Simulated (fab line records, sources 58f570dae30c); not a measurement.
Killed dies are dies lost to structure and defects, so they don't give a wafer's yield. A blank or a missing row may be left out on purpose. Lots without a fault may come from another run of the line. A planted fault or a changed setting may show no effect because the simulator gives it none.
Which tool did it? | flow berkeley_cmos170 | 14 lots, 42 wafers sampled, at 7 steps of a route of 331

WHAT THE GAUGES READ, wafer by wafer
UCB170_PWELL_OVL_MEAS_13. Usual: PWELL_OVL -1 nm, standard deviation 5.3.
lot  | measured    | on         | PWELL_OVL (nm) | flag
L980 | day 3 10:58 | overlay-02 | -7 -4 -4       |
L983 | day 3 19:13 | overlay-01 | -1 0 -1        |
L982 | day 3 19:26 | overlay-01 | 0 3 2          |
L981 | day 3 19:29 | overlay-01 | 2 0 -7         |
L984 | day 4 11:35 | overlay-01 | -3 -5 -3       |
L986 | day 4 17:37 | overlay-02 | -3 4 2         |
L990 | day 5 20:56 | overlay-01 | 4 0 2          |
L993 | day 6 13:19 | overlay-02 | -1 10 6        |
L997 | day 7 00:55 | overlay-02 | 0 -2 -4        |
L996 | day 7 01:11 | overlay-01 | 1 -3 -8        |
L998 | day 7 13:40 | overlay-02 | 0 -2 2         |
L999 | day 7 13:54 | overlay-01 | -1 -1 5        |
L100 | day 8 02:40 | overlay-02 | 11 1 3         |
L102 | day 8 16:11 | overlay-02 | -11 -16 -10    |

UCB170_FIELD_THK_MEAS_02. Usual: FIELD_OXIDE_THK 557 nm, standard deviation 10.
lot  | measured     | on            | FIELD_OXIDE_THK (nm) | flag
L980 | day 5 05:32  | film_metro-02 | 548 555 542          |
L983 | day 5 22:20  | film_metro-02 | 558 563 558          |
L982 | day 5 22:23  | film_metro-01 | 562 564 562          |
L981 | day 5 22:20  | film_metro-03 | 572 568 570          |
L984 | day 6 16:55  | film_metro-03 | 875 879 866          | OFF
L986 | day 6 12:26  | film_metro-03 | 571 576 580          |
L990 | day 8 07:38  | film_metro-01 | 854 854 858          | OFF
L993 | day 8 21:28  | film_metro-03 | 559 561 560          |
L997 | day 9 04:00  | film_metro-01 | 556 561 565          |
L996 | day 9 03:59  | film_metro-03 | 554 553 562          |
L998 | day 9 12:47  | film_metro-02 | 561 560 558          |
L999 | day 9 12:47  | film_metro-01 | 544 547 553          |
L100 | day 9 22:41  | film_metro-01 | 558 549 551          |
L102 | day 10 13:29 | film_metro-01 | 560 578 565          |

UCB170_FIELD_THK_MEAS_90. Usual: FIELD_OXIDE_LEFT_1_THK 440 nm, standard deviation 10.
lot  | measured     | on            | FIELD_OXIDE_LEFT_1_THK (nm) | flag
L980 | day 5 14:10  | film_metro-03 | 430 436 423                 |
L983 | day 6 08:10  | film_metro-01 | 441 446 440                 |
L982 | day 6 08:13  | film_metro-03 | 447 448 446                 |
L981 | day 6 08:11  | film_metro-02 | 454 451 452                 |
L984 | day 7 00:16  | film_metro-02 | 758 761 748                 | OFF
L986 | day 7 00:17  | film_metro-01 | 454 459 464                 |
L990 | day 8 13:04  | film_metro-03 | 737 739 742                 | OFF
L993 | day 9 06:17  | film_metro-03 | 444 445 445                 |
L997 | day 9 12:53  | film_metro-02 | 439 444 448                 |
L996 | day 9 12:52  | film_metro-01 | 437 437 446                 |
L998 | day 9 20:50  | film_metro-02 | 445 443 441                 |
L999 | day 9 20:50  | film_metro-03 | 427 430 437                 |
L100 | day 10 07:58 | film_metro-02 | 442 433 435                 |
L102 | day 11 00:14 | film_metro-03 | 443 461 449                 |

UCB170_FIELD_THK_MEAS_91. Usual: FIELD_OXIDE_LEFT_2_THK 352 nm, standard deviation 10.
lot  | measured     | on            | FIELD_OXIDE_LEFT_2_THK (nm) | flag
L980 | day 6 09:41  | film_metro-03 | 343 349 336                 |
L983 | day 7 11:27  | film_metro-02 | 352 357 351                 |
L982 | day 7 11:44  | film_metro-02 | 359 361 358                 |
L981 | day 7 11:17  | film_metro-03 | 367 363 365                 |
L984 | day 8 06:49  | film_metro-01 | 670 673 660                 | OFF
L986 | day 8 06:59  | film_metro-03 | 365 370 375                 |
L990 | day 9 10:14  | film_metro-01 | 650 650 653                 | OFF
L993 | day 10 04:22 | film_metro-02 | 356 357 357                 |
L997 | day 10 11:53 | film_metro-01 | 351 356 360                 |
L996 | day 10 11:52 | film_metro-03 | 350 349 359                 |
L998 | day 10 17:57 | film_metro-03 | 357 355 353                 |
L999 | day 10 17:40 | film_metro-02 | 338 342 348                 |
L100 | day 11 07:13 | film_metro-02 | 353 344 346                 |
L102 | day 12 04:23 | film_metro-03 | 355 373 361                 |

UCB170_NLDD_CD_MEAS_06: target cd 1200 nm. Usual: cd_nm 1199.5 nm, standard deviation 1.6.
lot  | measured     | on        | cd_nm (nm)           | flag
L980 | day 7 07:03  | cd_sem-02 | 1197.0 1197.7 1197.1 |
L983 | day 8 13:17  | cd_sem-01 | 1201.4 1201.7 1203.0 |
L982 | day 8 14:02  | cd_sem-01 | 1198.8 1199.1 1199.5 |
L981 | day 8 12:47  | cd_sem-01 | 1199.6 1199.7 1198.3 |
L984 | day 8 23:12  | cd_sem-01 | 1201.1 1201.2 1200.9 |
L986 | day 8 23:02  | cd_sem-01 | 1199.8 1199.4 1199.5 |
L990 | day 9 23:58  | cd_sem-01 | 1199.9 1200.4 1202.1 |
L993 | day 11 00:10 | cd_sem-02 | 1199.7 1200.9 1199.8 |
L997 | day 11 07:36 | cd_sem-01 | 1196.1 1196.9 1196.8 |
L996 | day 11 08:14 | cd_sem-02 | 1200.5 1200.3 1198.3 |
L998 | day 11 15:05 | cd_sem-02 | 1199.6 1200.1 1202.9 |
L999 | day 11 14:49 | cd_sem-01 | 1196.7 1198.1 1197.6 |
L100 | day 12 06:14 | cd_sem-01 | 1197.6 1198.5 1198.8 |
L102 | day 13 02:10 | cd_sem-02 | 1200.9 1201.6 1201.2 |

UCB170_SDANNEAL_RS_MEAS_03: measures by four-point-probe. Usual: NSD_RS 37.24 ohm/sq, standard deviation 0.09.
lot  | measured     | on            | NSD_RS (ohm/sq)   | flag
L980 | day 8 01:10  | film_metro-04 | 37.20 37.13 37.24 |
L983 | day 8 23:57  | film_metro-04 | 37.13 37.00 37.09 |
L982 | day 9 00:29  | film_metro-01 | 37.30 37.22 37.26 |
L981 | day 9 00:40  | film_metro-04 | 37.16 37.28 37.27 |
L984 | day 9 12:57  | film_metro-04 | 37.22 37.14 37.12 |
L986 | day 9 11:20  | film_metro-04 | 37.20 37.20 37.13 |
L990 | day 10 12:37 | film_metro-04 | 37.14 37.34 37.28 |
L993 | day 11 13:47 | film_metro-01 | 37.25 37.22 37.34 |
L997 | day 11 19:31 | film_metro-02 | 37.33 37.17 37.33 |
L996 | day 11 19:57 | film_metro-04 | 37.20 37.31 37.34 |
L998 | day 12 05:40 | film_metro-04 | 37.15 37.06 37.16 |
L999 | day 12 05:13 | film_metro-02 | 37.21 37.19 37.20 |
L100 | day 12 18:53 | film_metro-04 | 37.15 37.15 37.14 |
L102 | day 13 18:43 | film_metro-02 | 37.45 37.22 37.31 |

WHICH TOOL RAN EACH LOT (tool, then ch and the chambers of the sampled wafers, then the start)
lot  | UCB170_FIELD_OXIDATION_01
L980 | furnace-01 ch 0, day 5 02:32
L983 | furnace-01 ch 0, day 5 19:20
L982 | furnace-01 ch 0, day 5 19:20
L981 | furnace-01 ch 0, day 5 19:20
L984 | furnace-01 ch 0, day 6 09:25
L986 | furnace-01 ch 0, day 6 09:25
L990 | furnace-04 ch 0, day 7 23:58
L993 | furnace-02 ch 0, day 8 18:25
L997 | furnace-04 ch 0, day 9 00:59
L996 | furnace-04 ch 0, day 9 00:59
L998 | furnace-02 ch 0, day 9 09:46
L999 | furnace-02 ch 0, day 9 09:46
L100 | furnace-04 ch 0, day 9 19:40
L102 | furnace-01 ch 0, day 10 10:29
- UCB170_FIELD_OXIDATION_01: target thk 558.3 nm, ox time 7200 s.

WHAT THE TOOLS THEMSELVES READ (means of the sampled wafers that have a number; where no wafer has one, the mark that the record gives instead)
UCB170_FIELD_OXIDATION_01. Usual: spike_tc_centre_C 1002.3 C, standard deviation 1.5.
lot  | tool       | spike_tc_centre_C (C) | flag
L980 | furnace-01 | 1001.0                |
L983 | furnace-01 | 1002.2                |
L982 | furnace-01 | 1000.2                |
L981 | furnace-01 | 1001.8                |
L984 | furnace-01 | 1001.2                |
L986 | furnace-01 | 1000.6                |
L990 | furnace-04 | 1002.0                |
L993 | furnace-02 | 1004.1                |
L997 | furnace-04 | 1001.5                |
L996 | furnace-04 | 1002.4                |
L998 | furnace-02 | 1004.0                |
L999 | furnace-02 | 1003.7                |
L100 | furnace-04 | 1001.3                |
L102 | furnace-01 | 1000.6                |

THE ANSWER, worked out from the rows above alone
Rule: a lot is off if the mean of its wafers that have a number lies more than 3 standard deviations from the usual mean. A lot without any number at a reading at which 4 lots or more have one is off too. The other lots that the step has rows for count as sound. The gauges are gone through in route order, then the tools' own readings, and for those a lot's mean is taken as printed above. The first step at which some lot is off is used, and at that step the reading that is off furthest; a lot without a number counts as furthest.
Off: L984, L990, at UCB170_FIELD_THK_MEAS_02 (FIELD_OXIDE_THK).
A tool fits if, at a process step before that reading, it ran every lot that is off, and no sound lot after the first of them. The gauges at UCB170_FIELD_THK_MEAS_02 are tried like those tools. None of those tried fits.

WHAT THE SIMULATOR HAD PUT IN
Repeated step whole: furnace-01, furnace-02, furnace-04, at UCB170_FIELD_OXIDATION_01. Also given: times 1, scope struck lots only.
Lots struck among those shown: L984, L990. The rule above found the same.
